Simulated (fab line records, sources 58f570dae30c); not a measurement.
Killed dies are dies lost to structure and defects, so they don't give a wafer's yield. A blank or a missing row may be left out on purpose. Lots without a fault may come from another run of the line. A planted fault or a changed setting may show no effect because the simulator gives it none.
fab line records | flow berkeley_cmos170
record lots=5 wafers=27
route steps=331 shown START@3 SDANNEAL@205 PSD@206 NSD@207 PLDD@208 M1@238 V1@268 M3@331
start_h: hours from the record's first day to the start of the lot's first wafer shown | wait_h: hours since the lot's step before | " the same as in the row above | L1.1+2: a row that stands for several wafers | - no value, or no start given | * or withheld: withheld | < > ~ a bound
route shown NAME@n: a module of which the file shows steps, and the number in the route of the first | usual: mean/standard deviation of fault-free wafers | same: alike in all rows | chamber/n: place in a boat | sites: the reading at each site | _std_site: their standard deviation | _edge_site: outer sites' mean less inner sites' | radius_mm: how far each site lies from the wafer's centre | mask NAME#n: copy n | behind: the tool/chamber that last shaped the wafer | hold: why the lot was held/for how many hours/how that ended | device: the transistor (n, p or np) that didn't switch | end of line: the same wafers' tests at the end of the route | a step without rows: its recipe alone | killed: dies lost to structure and defects at the first sort, not the wafer's yield | map: a wafer's dies, x killed, . not, _ none there
set.NAME: the setting as run; set.NAME@STEP: as run at that earlier step | model.NAME: the simulator's own value behind a step, which no gauge read
lots whose settings were changed on purpose; a table a step, a row a wafer
## steps
# step UCB170_START_OXIDATION_02
# recipe temp_c=950 ambient=O2 target_thk_a=200 ox_time_s=1800
# columns lot.wafer tool chamber start_h wait_h set.ox_time_s model.SiO2_of_START_OXIDATION_02.thk_nm
L076.1 - - - 2.3 1800 20.24
L076.2 " - " " 1800 20.02
L076.3 " - " " 1800 19.76
L076.4 " - " " 1800 19.96
L076.5 " - " " 1800 19.97
L076.6 " - " " 1800 20.15
L077.1 - - - 5.9 1206 15.61
L077.2 " - " " 1206 15.77
L077.3 " - " " 1206 16.06
L077.4 " - " " 1206 15.82
L077.5 " - " " 1206 15.79
L077.6 " - " " 1206 15.95
L078.2 furnace-02 0 31.03 0.9 1800 20.23
L078.3 " 0 " " 1800 20.35
L078.5 " 0 " " 1800 19.94
L082.1 - - - 15.4 1800 20.14
L082.2 " - " " 1800 19.96
L082.3+5 " - " " 1800 20.2
L082.4 " - " " 1800 19.9
L082.6 " - " " 1800 20.09
L084.1 - - - 5.4 1800 20.18
L084.2+6 " - " " 1800 19.95
L084.3 " - " " 1800 20.11
L084.4 " - " " 1800 20.06
L084.5 " - " " 1800 20.01
# step UCB170_START_THK_MEAS_03
# recipe reads=SiO2_of_START_OXIDATION_02
# usual START_OXIDE_THK=20.19/0.26
# columns lot.wafer tool chamber start_h wait_h set.ox_time_s@START_OXIDATION_02 START_OXIDE_THK[nm]
L076.1 film_metro-02 - - - 1800 20.30
L076.2 " - " " 1800 20.05
L076.3 " - " " 1800 19.77
L076.4 " - " " 1800 19.90
L076.5 " - " " 1800 19.95
L076.6 " - " " 1800 20.14
L077.1 film_metro-01 - - - 1206 15.59
L077.2 " - " " 1206 15.76
L077.3 " - " " 1206 16.03
L077.4 " - " " 1206 15.82
L077.5 " - " " 1206 15.84
L077.6 " - " " 1206 16.00
L078.2 film_metro-02 - 32.54 0.0 1800 20.21
L078.3 " - " " 1800 20.35
L078.5 " - " " 1800 19.94
L082.1 film_metro-04 - - - 1800 20.11
L082.2 " - " " 1800 19.94
L082.3 " - " " 1800 20.20
L082.4 " - " " 1800 19.86
L082.5 " - " " 1800 20.20
L082.6 " - " " 1800 20.14
L084.1 film_metro-04 - - - 1800 20.17
L084.2 " - " " 1800 19.98
L084.3 " - " " 1800 20.12
L084.4 " - " " 1800 20.07
L084.5 " - " " 1800 19.99
L084.6 " - " " 1800 19.93
# step UCB170_SDANNEAL_RTA_01
# recipe temp_c=1050 time_s=5 ambient=N2
# columns lot.wafer tool chamber start_h wait_h set.time_s
L076.1+2+3 rtp_anneal-01 0 211.45 0.1 3.771
L076.4+5+6 " 0 " " 5
L078.2+3+5 rtp_anneal-01 0 223.91 0.1 5
L077.1+3+6 rtp_anneal-02 0 224.63 0.1 2.216
L077.2+4+5 " 0 " " 5
L084.1+4+6 rtp_anneal-01 0 246.38 0.1 5
L084.2+3+5 " 0 " " 2.216
L082.1+2+4 rtp_anneal-02 0 246.92 0.1 3.623
L082.3+5+6 " 0 " " 5
# step UCB170_SDANNEAL_RS_MEAS_02
# recipe thk_meas_gauge=four-point-probe
# usual PSD_RS=75.5/0.31
# columns lot.wafer tool chamber start_h wait_h set.time_s@SDANNEAL_RTA_01 PSD_RS[ohm/sq]
L076.1 film_metro-01 - 211.51 0.0 3.771 80.7
L076.2 " - " " 3.771 80.8
L076.3 " - " " 3.771 80.5
L076.4 " - " " 5 75.5
L076.5 " - " " 5 75.6
L076.6 " - " " 5 75.7
L078.2 film_metro-02 - 223.98 0.1 5 75.6
L078.3 " - " " 5 75.5
L078.5 " - " " 5 75.2
L077.1 film_metro-04 - 224.68 0.0 2.216 94.3
L077.2 " - " " 5 75.4
L077.3 " - " " 2.216 93.6
L077.4 " - " " 5 75.3
L077.5 " - " " 5 75.7
L077.6 " - " " 2.216 93.8
L084.1 film_metro-01 - 246.44 0.0 5 75.5
L084.2 " - " " 2.216 94.2
L084.3 " - " " 2.216 94.5
L084.4 " - " " 5 75.7
L084.5 " - " " 2.216 94.2
L084.6 " - " " 5 75.5
L082.1 film_metro-04 - 246.97 0.0 3.623 81.4
L082.2 " - " " 3.623 81.5
L082.3 " - " " 5 75.1
L082.4 " - " " 3.623 81.0
L082.5 " - " " 5 75.3
L082.6 " - " " 5 75.1
# step UCB170_SDANNEAL_RS_MEAS_03
# recipe thk_meas_gauge=four-point-probe
# usual NSD_RS=37.25/0.092
# columns lot.wafer tool chamber start_h wait_h set.time_s@SDANNEAL_RTA_01 NSD_RS[ohm/sq]
L076.1 film_metro-01 - 211.63 0.1 3.771 38.15
L076.2 " - " " 3.771 38.15
L076.3 " - " " 3.771 38.11
L076.4 " - " " 5 37.28
L076.5 " - " " 5 37.30
L076.6 " - " " 5 37.32
L078.2 film_metro-02 - 224.10 0.1 5 37.27
L078.3 " - " " 5 37.36
L078.5 " - " " 5 37.24
L077.1 film_metro-04 - 224.80 0.1 2.216 39.76
L077.2 " - " " 5 37.39
L077.3 " - " " 2.216 39.66
L077.4 " - " " 5 37.28
L077.5 " - " " 5 37.32
L077.6 " - " " 2.216 39.75
L084.1 film_metro-01 - 246.56 0.1 5 37.36
L084.2 " - " " 2.216 39.75
L084.3 " - " " 2.216 39.89
L084.4 " - " " 5 37.39
L084.5 " - " " 2.216 39.71
L084.6 " - " " 5 37.39
L082.1 film_metro-04 - 247.09 0.1 3.623 38.09
L082.2 " - " " 3.623 38.16
L082.3 " - " " 5 37.16
L082.4 " - " " 3.623 38.02
L082.5 " - " " 5 37.13
L082.6 " - " " 5 37.07
# step UCB170_SDANNEAL_RS_MEAS_04
# recipe thk_meas_gauge=four-point-probe
# usual PLDD_RS=1029/3
# columns lot.wafer tool chamber start_h wait_h set.time_s@SDANNEAL_RTA_01 PLDD_RS[ohm/sq]
L076.1 film_metro-01 - 211.75 0.1 3.771 1036
L076.2 " - " " 3.771 1035
L076.3 " - " " 3.771 1036
L076.4 " - " " 5 1030
L076.5 " - " " 5 1028
L076.6 " - " " 5 1031
L078.2 film_metro-02 - 224.22 0.1 5 1028
L078.3 " - " " 5 1030
L078.5 " - " " 5 1031
L077.1 film_metro-04 - 224.92 0.1 2.216 1040
L077.2 " - " " 5 1026
L077.3 " - " " 2.216 1040
L077.4 " - " " 5 1027
L077.5 " - " " 5 1031
L077.6 " - " " 2.216 1036
L084.1 film_metro-01 - 246.68 0.1 5 1030
L084.2 " - " " 2.216 1045
L084.3 " - " " 2.216 1041
L084.4 " - " " 5 1030
L084.5 " - " " 2.216 1044
L084.6 " - " " 5 1031
L082.1 film_metro-04 - 247.21 0.1 3.623 1035
L082.2 " - " " 3.623 1035
L082.3 " - " " 5 1028
L082.4 " - " " 3.623 1035
L082.5 " - " " 5 1027
L082.6 " - " " 5 1027
# step UCB170_M1_SPUTTER_00
# recipe material=Al target_thk_nm=600 time_s=80 power_w=6000 chamber_pressure_pa=0.5
# columns lot.wafer tool chamber start_h wait_h set.time_s model.Al_of_M1_SPUTTER_00.thk_nm
L076.1 pvd_sputter-01 - 217.44 0.0 80 603.7
L076.2 " - " " 80 597.3
L076.3 " - " " 113 855.7
L076.4 " - " " 113 841
L076.5 " - " " 80 605
L076.6 " - " " 113 845.3
L078.2 pvd_sputter-02 - 229.56 0.0 80 601.2
L078.3 " - " " 80 608.5
L078.5 " - " " 80 603.4
L077.1 pvd_sputter-01 - 232.19 0.0 123 937
L077.2 " - " " 123 937.2
L077.3 " - " " 80 606
L077.4 " - " " 123 926.1
L077.5 " - " " 80 603.8
L077.6 " - " " 80 613.9
L084.1 pvd_sputter-02 - 253.34 0.0 80 612.9
L084.2 " - " " 80 614.4
L084.3 " - " " 80 599.7
L084.4 " - " " 41.07 312.4
L084.5 " - " " 41.07 320.9
L084.6 " - " " 41.07 318.8
L082.1 pvd_sputter-03 - 253.61 0.0 127.2 945.9
L082.2 " - " " 80 607.6
L082.3 " - " " 127.2 956.8
L082.4 " - " " 80 600.7
L082.5 " - " " 127.2 959.9
L082.6 " - " " 80 601.3
# step UCB170_M1_RS_MEAS_01
# recipe thk_meas_gauge=four-point-probe reads=Al_of_M1_SPUTTER_00
# usual M1_AL_RS=0.0483/0.00064
# columns lot.wafer tool chamber start_h wait_h set.time_s@M1_SPUTTER_00 M1_AL_RS[ohm/sq]
L076.1 film_metro-01 - 217.51 0.0 80 0.0483
L076.2 " - " " 80 0.0488
L076.3 " - " " 113 0.0339
L076.4 " - " " 113 0.0345
L076.5 " - " " 80 0.0482
L076.6 " - " " 113 0.0343
L078.2 film_metro-01 - 229.64 0.1 80 0.0485
L078.3 " - " " 80 0.0477
L078.5 " - " " 80 0.0483
L077.1 film_metro-01 - 232.25 0.0 123 0.0309
L077.2 " - " " 123 0.0309
L077.3 " - " " 80 0.0480
L077.4 " - " " 123 0.0312
L077.5 " - " " 80 0.0483
L077.6 " - " " 80 0.0475
L084.1 film_metro-02 - 253.40 0.0 80 0.0475
L084.2 " - " " 80 0.0474
L084.3 " - " " 80 0.0486
L084.4 " - " " 41.07 0.0947
L084.5 " - " " 41.07 0.0921
L084.6 " - " " 41.07 0.0928
L082.1 film_metro-02 - 253.67 0.0 127.2 0.0306
L082.2 " - " " 80 0.0479
L082.3 " - " " 127.2 0.0303
L082.4 " - " " 80 0.0485
L082.5 " - " " 127.2 0.0301
L082.6 " - " " 80 0.0484
# step UCB170_M1_THK_MEAS_02
# recipe thk_meas_gauge=xrf reads=Al_of_M1_SPUTTER_00
# usual M1_AL_THK=604/7.9
# columns lot.wafer tool chamber start_h wait_h set.time_s@M1_SPUTTER_00 M1_AL_THK[nm]
L076.1 film_metro-01 - 217.63 0.1 80 602
L076.2 " - " " 80 599
L076.3 " - " " 113 857
L076.4 " - " " 113 840
L076.5 " - " " 80 604
L076.6 " - " " 113 847
L078.2 film_metro-01 - 229.75 0.1 80 601
L078.3 " - " " 80 607
L078.5 " - " " 80 600
L077.1 film_metro-01 - 232.37 0.1 123 936
L077.2 " - " " 123 936
L077.3 " - " " 80 606
L077.4 " - " " 123 921
L077.5 " - " " 80 604
L077.6 " - " " 80 615
L084.1 film_metro-02 - 253.52 0.1 80 615
L084.2 " - " " 80 615
L084.3 " - " " 80 601
L084.4 " - " " 41.07 312
L084.5 " - " " 41.07 324
L084.6 " - " " 41.07 320
L082.1 film_metro-02 - 253.79 0.1 127.2 954
L082.2 " - " " 80 610
L082.3 " - " " 127.2 964
L082.4 " - " " 80 601
L082.5 " - " " 127.2 963
L082.6 " - " " 80 605
# step UCB170_M1_COAT_03
# recipe resist=BARC temp_c=withheld time_s=withheld spin_rpm=3000 resist_thk_nm=withheld
# step UCB170_M1_COAT_04
# recipe resist=KrF spin_rpm=1500 resist_thk_nm=900
# step UCB170_M1_ETCH_11
# recipe chemistry=N2/H2 target_depth_a=withheld overetch_a=withheld target=BARC time_s=withheld source_w=500 bias_w=100 pressure_mtorr=30 n2_flow_sccm=100 h2_flow_sccm=200
# step UCB170_M1_METAL_ETCH_12
# recipe chemistry=Cl2/BCl3 target=Al stop_on=PSG pressure_mtorr=12 target_depth_a=7800 over_etch_frac=0.3 time_s=130 icp_w=600 bias_w=120 Cl2_flow_sccm=90 bcl3_flow_sccm=45
# usual oes_product_au=0.860/0.013
# columns lot.wafer tool chamber start_h wait_h set.time_s@M1_SPUTTER_00 oes_product_au
L076.1 rie_metal-04 1 218.85 - 80 0.866
L076.2 " 0 " " 80 0.839
L076.3 " 0 " " 113 0.958
L076.4 " 1 " " 113 0.995
L076.5 " 0 " " 80 0.842
L076.6 " 1 " " 113 1.009
L078.2 rie_metal-01 1 231.18 - 80 0.858
L078.3 " 1 " " 80 0.865
L078.5 " 1 " " 80 0.847
L077.1 rie_metal-02 1 233.47 - 123 1.010
L077.2 " 0 " " 123 1.047
L077.3 " 0 " " 80 0.886
L077.4 " 1 " " 123 1.015
L077.5 " 0 " " 80 0.881
L077.6 " 1 " " 80 0.878
L084.1 rie_metal-04 1 256.22 - 80 0.879
L084.2 " 0 " " 80 0.850
L084.3 " 1 " " 80 0.865
L084.4 " 0 " " 41.07 0.611
L084.5 " 0 " " 41.07 0.625
L084.6 " 1 " " 41.07 0.631
L082.1 rie_metal-01 0 257.17 - 127.2 1.013
L082.2 " 1 " " 80 0.862
L082.3 " 1 " " 127.2 1.025
L082.4 " 0 " " 80 0.858
L082.5 " 0 " " 127.2 1.008
L082.6 " 1 " " 80 0.847
# step UCB170_V1_ETCH_14
# recipe chemistry=CHF3/CF4/Ar target=SiO2 stop_on=Al CHF3_flow_sccm=45 cf4_flow_sccm=15 Ar_flow_sccm=150 pressure_mtorr=200 rf_w=700 target_depth_a=12500 over_etch_frac=0.25 time_s=291
# usual oes_product_au=0.868/0.0068
# columns lot.wafer tool chamber start_h wait_h set.time_s oes_product_au model.V1.feature_depth_nm
L076.1 rie_diel-03 1 224.25 0.0 148.8 0.987 628.9
L076.2 " 3 " " 148.8 0.982 631.2
L076.3 " 2 " " 291 0.868 992
L076.4 " 0 " " 291 0.860 989.8
L076.5 " 3 " " 291 0.862 993.3
L076.6 " 0 " " 148.8 1.007 655.1
L078.2 rie_diel-02 3 235.26 0.0 291 0.875 990.8
L078.3 " 1 " " 291 0.873 991.1
L078.5 " 3 " " 291 0.872 989.8
L077.1 rie_diel-04 3 238.91 0.0 291 0.872 988.6
L077.2 " 2 " " 406.9 0.855 1005
L077.3 " 1 " " 406.9 0.846 1004
L077.4 " 0 " " 291 0.872 990
L077.5 " 0 " " 406.9 0.862 1000
L077.6 " 1 " " 291 0.868 990.9
L084.1 rie_diel-02 0 264.48 0.0 357.4 0.871 997.5
L084.2 " 3 " " 291 0.876 989.3
L084.3 " 2 " " 357.4 0.867 995.5
L084.4 " 1 " " 291 0.877 993
L084.5 " 1 " " 291 0.870 988.9
L084.6 " 0 " " 357.4 0.879 999.6
L082.1 rie_diel-03 3 265.27 0.0 291 0.864 990.1
L082.2 " 2 " " 291 0.860 990.7
L082.3 " 0 " " 187.5 1.001 818.1
L082.4 " 1 " " 187.5 0.974 789.7
L082.5 " 3 " " 187.5 0.980 788.2
L082.6 " 2 " " 291 0.856 988.8
# step UCB170_V1_STRIP_15
# recipe chemistry=O2 power_w=400 pressure_mtorr=3500 platen_temp_c=withheld o2_flow_sccm=400 overash_fraction=0.5
# usual strip_time_to_endpoint_s=15.31/0.19
# columns lot.wafer tool chamber start_h wait_h set.time_s@V1_ETCH_14 strip_time_to_endpoint_s
L076.1 plasma_asher-02 0 224.43 0.1 148.8 18.53
L076.2 " 1 " " 148.8 18.52
L076.3 " 0 " " 291 15.34
L076.4 " 1 " " 291 15.08
L076.5 " 0 " " 291 15.40
L076.6 " 1 " " 148.8 18.37
L078.2 plasma_asher-04 1 235.43 0.1 291 15.21
L078.3 " 1 " " 291 15.10
L078.5 " 1 " " 291 15.14
L077.1 plasma_asher-01 1 239.09 0.1 291 15.31
L077.2 " 0 " " 406.9 12.51
L077.3 " 1 " " 406.9 12.44
L077.4 " 0 " " 291 15.60
L077.5 " 0 " " 406.9 12.99
L077.6 " 1 " " 291 15.10
L084.1 plasma_asher-02 0 264.65 0.1 357.4 13.50
L084.2 " 1 " " 291 15.05
L084.3 " 1 " " 357.4 14.10
L084.4 " 0 " " 291 14.90
L084.5 " 0 " " 291 14.87
L084.6 " 1 " " 357.4 13.60
L082.1 plasma_asher-04 0 265.44 0.1 291 15.43
L082.2 " 1 " " 291 15.34
L082.3 " 1 " " 187.5 17.52
L082.4 " 0 " " 187.5 17.68
L082.5 " 0 " " 187.5 17.64
L082.6 " 1 " " 291 15.49
# step UCB170_V1_CD_MEAS_90
# recipe target_cd_nm=700
# usual cd_nm=700.2/1.6
# columns lot.wafer tool chamber start_h wait_h set.time_s@V1_ETCH_14 cd_nm
L076.1 cd_sem-01 - 224.53 0.1 148.8 694.7
L076.2 " - " " 148.8 696.5
L076.3 " - " " 291 699.3
L076.4 " - " " 291 698.7
L076.5 " - " " 291 698.2
L076.6 " - " " 148.8 695.0
L078.2 cd_sem-01 - 235.55 0.1 291 699.5
L078.3 " - " " 291 699.8
L078.5 " - " " 291 700.7
L077.1 cd_sem-01 - 239.19 0.1 291 698.6
L077.2 " - " " 406.9 702.3
L077.3 " - " " 406.9 703.6
L077.4 " - " " 291 698.0
L077.5 " - " " 406.9 701.0
L077.6 " - " " 291 699.2
L084.1 cd_sem-01 - 264.75 0.1 357.4 701.9
L084.2 " - " " 291 698.4
L084.3 " - " " 357.4 700.3
L084.4 " - " " 291 700.4
L084.5 " - " " 291 698.7
L084.6 " - " " 357.4 701.4
L082.1 cd_sem-02 - 265.54 0.1 291 700.3
L082.2 " - " " 291 699.1
L082.3 " - " " 187.5 695.0
L082.4 " - " " 187.5 694.5
L082.5 " - " " 187.5 695.6
L082.6 " - " " 291 698.4
# step UCB170_M3_PROBE_99
# columns lot.wafer tool chamber start_h wait_h set.time_s@SDANNEAL_RTA_01 model.etest.contact_ppoly.end_ohm_um
L076.1 prober-01 - 234.20 0.1 3.771 248.5
L076.2 prober-01 - 234.25 0.1 3.771 245.4
L076.3 prober-01 - 234.30 0.2 3.771 -
L076.4+6 prober-01 - 234.35 0.2 5 -
L076.5 prober-01 - 234.40 0.2 5 230.7
L078.2 prober-02 - 246.20 0.1 5 247.5
L078.3 prober-02 - 246.25 0.2 5 241.1
L078.5 prober-02 - 246.35 0.2 5 242.2
L077.1 prober-01 - 250.78 0.1 2.216 -
L077.2+4+5 prober-01 - 250.83 0.1 5 -
L077.3 prober-01 - 250.88 0.2 2.216 279.5
L077.6 prober-01 - 251.03 0.2 2.216 272.4
L084.1 prober-01 - 278.94 0.1 5 235.2
L084.2 prober-01 - 278.99 0.1 2.216 292.1
L084.3 prober-01 - 279.04 0.2 2.216 295.8
L084.4 prober-01 - 279.09 0.2 5 239.9
L084.5 prober-01 - 279.14 0.2 2.216 285.5
L084.6 prober-01 - 279.19 0.2 5 225.2
L082.1 prober-01 - 284.01 0.1 3.623 -
L082.2 prober-01 - 284.06 0.1 3.623 281.1
L082.4 prober-01 - 284.16 0.2 3.623 254
L082.5 prober-01 - 284.21 0.2 5 -
L082.6 prober-01 - 284.26 0.2 5 244.7
# killed by level:class
L078.2 GATE:geometric_particle:open=2 GATE:geometric_particle:short=1 SPACER:geometric_particle:short=1 SILICIDE:geometric_particle:open=1
L078.3 GATE:geometric_particle:open=1
L078.5 WELLDRIVE:geometric_particle:open=1 M1:geometric_particle:short=1
## key
split step=UCB170_START_OXIDATION_02 setting=ox_time_s stated=1800 by=lot
response step=UCB170_START_OXIDATION_02 reading=model.SiO2_of_START_OXIDATION_02.thk_nm change=+0.128 per=1% r=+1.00
response step=UCB170_START_THK_MEAS_03 reading=START_OXIDE_THK change=+0.128 per=1% r=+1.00
split step=UCB170_SDANNEAL_RTA_01 setting=time_s stated=5 by=wafer
response step=UCB170_SDANNEAL_RS_MEAS_02 reading=PSD_RS change=-0.312 per=1% r=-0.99
response step=UCB170_SDANNEAL_RS_MEAS_03 reading=NSD_RS change=-0.0415 per=1% r=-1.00
response step=UCB170_SDANNEAL_RS_MEAS_04 reading=PLDD_RS change=-0.225 per=1% r=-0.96
response step=UCB170_M3_PROBE_99 reading=model.etest.contact_ppoly.end_ohm_um change=-0.991 per=1% r=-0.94
split step=UCB170_M1_SPUTTER_00 setting=time_s stated=80 by=wafer
response step=UCB170_M1_SPUTTER_00 reading=model.Al_of_M1_SPUTTER_00.thk_nm change=+5.99 per=1% r=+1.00
response step=UCB170_M1_RS_MEAS_01 reading=M1_AL_RS shape=bent at_lowest=0.0932 at_stated=0.0481 at_highest=0.0303
response step=UCB170_M1_THK_MEAS_02 reading=M1_AL_THK change=+6 per=1% r=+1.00
response step=UCB170_M1_METAL_ETCH_12 reading=oes_product_au change=+0.00331 per=1% r=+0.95
split step=UCB170_V1_ETCH_14 setting=time_s stated=291 by=wafer
response step=UCB170_V1_ETCH_14 reading=oes_product_au shape=bent at_lowest=0.992 at_stated=0.868 at_highest=0.854
response step=UCB170_V1_ETCH_14 reading=model.V1.feature_depth_nm shape=bent at_lowest=638.4 at_stated=990.5 at_highest=1003
response step=UCB170_V1_STRIP_15 reading=strip_time_to_endpoint_s change=* per=1% r=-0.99
response step=UCB170_V1_CD_MEAS_90 reading=cd_nm change=+0.0883 per=1% r=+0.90
